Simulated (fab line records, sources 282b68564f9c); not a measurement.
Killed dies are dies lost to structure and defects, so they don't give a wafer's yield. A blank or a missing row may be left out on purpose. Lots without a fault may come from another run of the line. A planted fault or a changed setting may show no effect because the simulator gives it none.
fab line records | flow rit_cmos
record lots=16 wafers=48 last_day=7
route steps=202 shown PSD@145 M1@202
lots that met no fault: from a run of the same line without faults
start_h: hours from the record's first day to the start of the lot's first wafer shown | wait_h: hours since the lot's step before | " the same as in the row above | L1.1+2: a row that stands for several wafers | - no value, or no start given | * or withheld: withheld | < > ~ a bound
route shown NAME@n: a module of which the file shows steps, and the number in the route of the first | usual: mean/standard deviation of fault-free wafers | same: alike in all rows | chamber/n: place in a boat | sites: the reading at each site | _std_site: their standard deviation | _edge_site: outer sites' mean less inner sites' | radius_mm: how far each site lies from the wafer's centre | mask NAME#n: copy n | behind: the tool/chamber that last shaped the wafer | hold: why the lot was held/for how many hours/how that ended | device: the transistor (n, p or np) that didn't switch | end of line: the same wafers' tests at the end of the route | a step without rows: its recipe alone | killed: dies lost to structure and defects at the first sort, not the wafer's yield | map: a wafer's dies, x killed, . not, _ none there
set.NAME: the setting as run; set.NAME@STEP: as run at that earlier step | model.NAME: the simulator's own value behind a step, which no gauge read
steps of the route over a sample of lots; a table a step, a row a wafer
services: from which hour (start_h, from the record's first day; less than 0 if before it) a tool's chamber was out of use, for how many hours, and why
## steps
# step RIT_PSD_EXPOSE_03
# recipe mask_id=M10 na=0.57 target_cd_nm=40900 dose_mj=250
# columns lot.wafer tool chamber start_h wait_h mask
L387.2+3+6 iline_stepper-01 0 73.34 0.1 M10#0
L388.4+5+6 iline_stepper-02 0 91.37 0.3 M10#0
L389.3+4+6 iline_stepper-02 0 91.46 0.3 M10#0
L390.1+4+6 iline_stepper-02 0 98.28 0.1 M10#0
L392.2+4+6 iline_stepper-02 0 98.41 0.2 M10#0
L394.1+3+4 iline_stepper-01 0 111.97 0.4 M10#0
L395.1+2+5 iline_stepper-01 0 112.65 0.1 M10#0
L396.1+2+6 iline_stepper-01 0 126.52 0.1 M10#0
L397.1+5+6 iline_stepper-01 0 127.53 0.1 M10#0
L401.3+4+5 iline_stepper-02 0 141.44 0.1 M10#0
L402.2+3+6 iline_stepper-02 0 145.69 0.1 M10#0
L403.1+4+6 iline_stepper-02 0 146.12 0.1 M10#0
L404.3+4+6 iline_stepper-02 0 149.86 0.1 M10#0
L405.3+4+5 iline_stepper-01 0 154.22 0.2 M10#0
L408.3+5+6 iline_stepper-01 0 166.09 0.2 M10#0
L409.1+2+3 iline_stepper-01 0 168.60 0.1 M10#0
# step RIT_PSD_OVL_MEAS_06
# usual PSD_OVL=-0.9/1.4
# columns lot.wafer tool chamber start_h wait_h PSD_OVL[nm]
L387.2 overlay-01 - 73.72 - -4.5
L387.3 " - " " -0.4
L387.6 " - " " -1.0
L388.4 overlay-02 - 91.72 - -0.2
L388.5 " - " " -1.4
L388.6 " - " " -1.3
L389.3 overlay-02 - 91.84 - -1.9
L389.4 " - " " 0.1
L389.6 " - " " -1.3
L390.1 overlay-02 - 98.92 - -3.5
L390.4 " - " " -2.1
L390.6 " - " " -1.3
L392.2 overlay-02 - 99.21 - -1.1
L392.4 " - " " 1.5
L392.6 " - " " 0.1
L394.1 overlay-02 - 112.77 - 1.1
L394.3 " - " " 1.3
L394.4 " - " " 1.1
L395.1 overlay-02 - 113.22 - -0.1
L395.2 " - " " -0.1
L395.5 " - " " -0.5
L396.1 overlay-01 - 126.92 - 0.7
L396.2 " - " " 0.7
L396.6 " - " " -0.3
L397.1 overlay-02 - 127.93 - -1.6
L397.5 " - " " -1.5
L397.6 " - " " -0.5
L401.3 overlay-01 - 141.81 - 3106.2
L401.4 " - " " 3107.6
L401.5 " - " " 3106.5
L402.2 overlay-01 - 146.08 - 3107.5
L402.3 " - " " 3108.2
L402.6 " - " " 3109.7
L403.1 overlay-01 - 146.70 - 3108.9
L403.4 " - " " 3106.7
L403.6 " - " " 3108.7
L404.3 overlay-02 - 150.23 - 3104.9
L404.4 " - " " 3105.5
L404.6 " - " " 3105.7
L405.3 overlay-01 - 154.60 - -2.7
L405.4 " - " " -2.0
L405.5 " - " " -1.4
L408.3 overlay-02 - 166.46 - -1.8
L408.5 " - " " -2.4
L408.6 " - " " -3.0
L409.1 overlay-02 - 169.00 - -2.1
L409.2 " - " " -1.4
L409.3 " - " " -1.5
# step RIT_M1_PROBE_99
# usual killed_at_contacts=0.1/0.25 killed_at_front_end=7/3.1 killed_dies=7/3.2 killed_on_rim=1.9/1.5 killed_open=3.3/2 killed_short=3.5/2
# same gross_dies=264 killed_at_M0_to_M3=0 killed_at_M4_up=0 killed_at_back_side=0 killed_at_other=0
# columns lot.wafer tool chamber start_h wait_h killed_at_contacts killed_at_front_end killed_dies killed_on_rim killed_open killed_short
L401.3 prober-02 - 150.76 0.2 0 218 218 53 0 0
L401.4 prober-02 - 150.81 0.2 0 222 222 60 3 6
L401.5 prober-02 - 150.86 0.2 0 211 211 59 2 2
L402.2 prober-01 - 154.78 0.1 0 222 222 64 2 2
L402.3 prober-01 - 154.83 0.2 0 224 224 65 5 5
L402.6 prober-01 - 154.98 0.2 0 222 222 59 8 3
L403.1 prober-02 - 156.23 0.1 0 217 217 60 3 1
L403.4 prober-02 - 156.38 0.2 0 208 208 59 3 2
L403.6 prober-02 - 156.48 0.2 0 219 219 57 5 5
L404.3 prober-01 - 158.99 0.2 0 216 216 59 1 4
L404.4 prober-01 - 159.04 0.2 0 226 226 62 5 4
L404.6 prober-01 - 159.14 0.2 1 224 225 59 6 5
# killed by level:class
L401.3 PSD:overlay=218
L401.4 PSD:overlay=213 GATE:geometric_particle:short=3 FOX1:geometric_particle:open=2 SILICIDE:geometric_particle:short=2 GATE:geometric_particle:open=1 SPACER:geometric_particle:short=1
L401.5 PSD:overlay=207 GATE:geometric_particle:open=2 FOX1:geometric_particle:short=1 GATE:geometric_particle:short=1
L402.2 PSD:overlay=218 SPACER:geometric_particle:open=2 SPACER:geometric_particle:short=1 SILICIDE:geometric_particle:short=1
L402.3 PSD:overlay=214 GATE:geometric_particle:open=4 GATE:geometric_particle:short=4 REOX:geometric_particle:short=1 REOX:geometric_particle:open=1
L402.6 PSD:overlay=211 GATE:geometric_particle:open=4 FOX2:geometric_particle:open=2 FOX1:geometric_particle:short=1 FOX1:geometric_particle:open=1 FOX2:geometric_particle:short=1 GATE:geometric_particle:short=1 REOX:geometric_particle:open=1
L403.1 PSD:overlay=213 FOX1:geometric_particle:open=1 FOX2:geometric_particle:short=1 GATE:geometric_particle:open=1 SILICIDE:geometric_particle:open=1
L403.4 PSD:overlay=203 FOX2:geometric_particle:open=2 FOX2:geometric_particle:short=1 GATE:geometric_particle:short=1 GATE:geometric_particle:open=1
L403.6 PSD:overlay=209 GATE:geometric_particle:short=4 GATE:geometric_particle:open=3 FOX2:geometric_particle:open=2 REOX:geometric_particle:short=1
L404.3 PSD:overlay=211 GATE:geometric_particle:short=2 REOX:geometric_particle:short=2 REOX:geometric_particle:open=1
L404.4 PSD:overlay=217 REOX:geometric_particle:open=2 SILICIDE:geometric_particle:open=2 FOX2:geometric_particle:short=1 GATE:geometric_particle:open=1 REOX:geometric_particle:short=1 SPACER:geometric_particle:short=1 SILICIDE:geometric_particle:short=1
L404.6 PSD:overlay=214 FOX1:geometric_particle:open=2 GATE:geometric_particle:open=2 FOX1:geometric_particle:short=1 GATE:geometric_particle:short=1 REOX:geometric_particle:short=1 REOX:geometric_particle:open=1 SPACER:geometric_particle:open=1
## services
# columns tool chamber start_h hours kind
iline_stepper-01 - 69.13 1.7 pm
iline_stepper-01 - 76.64 28.9 pm
iline_stepper-02 - 122.96 8.9 pm
iline_stepper-02 - 131.85 1.7 pm
iline_stepper-01 - 159.31 3.5 repair
## key
first_sign step=RIT_PSD_OVL_MEAS_06 reading=PSD_OVL direction=up sigmas=99+ usual=-0.9 struck=3107.2
effect step=RIT_M1_PROBE_99 reading=killed_at_front_end direction=up sigmas=68 usual=7 struck=219
more_kills_born_at RIT_PSD_EXPOSE_03@iline_stepper-02=2548
met_at RIT_PSD_EXPOSE_03
struck_lots L401,L402,L403,L404
tester_left_out L401,L402,L403,L404
onset_between 98.41 141.44
fault kind=scanner_matching_overlay tool=iline_stepper-02 chamber=- onset_h=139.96 steps=RIT_PSD_EXPOSE_03 offset=3107.4
# tester_left_out: of these lots the tester's yield and bins aren't shown, on N5 and GAA mostly nor the transistor test; their killed dies are dies lost to structure and defects alone, not to doping, threshold or leakage, so they don't give the yield
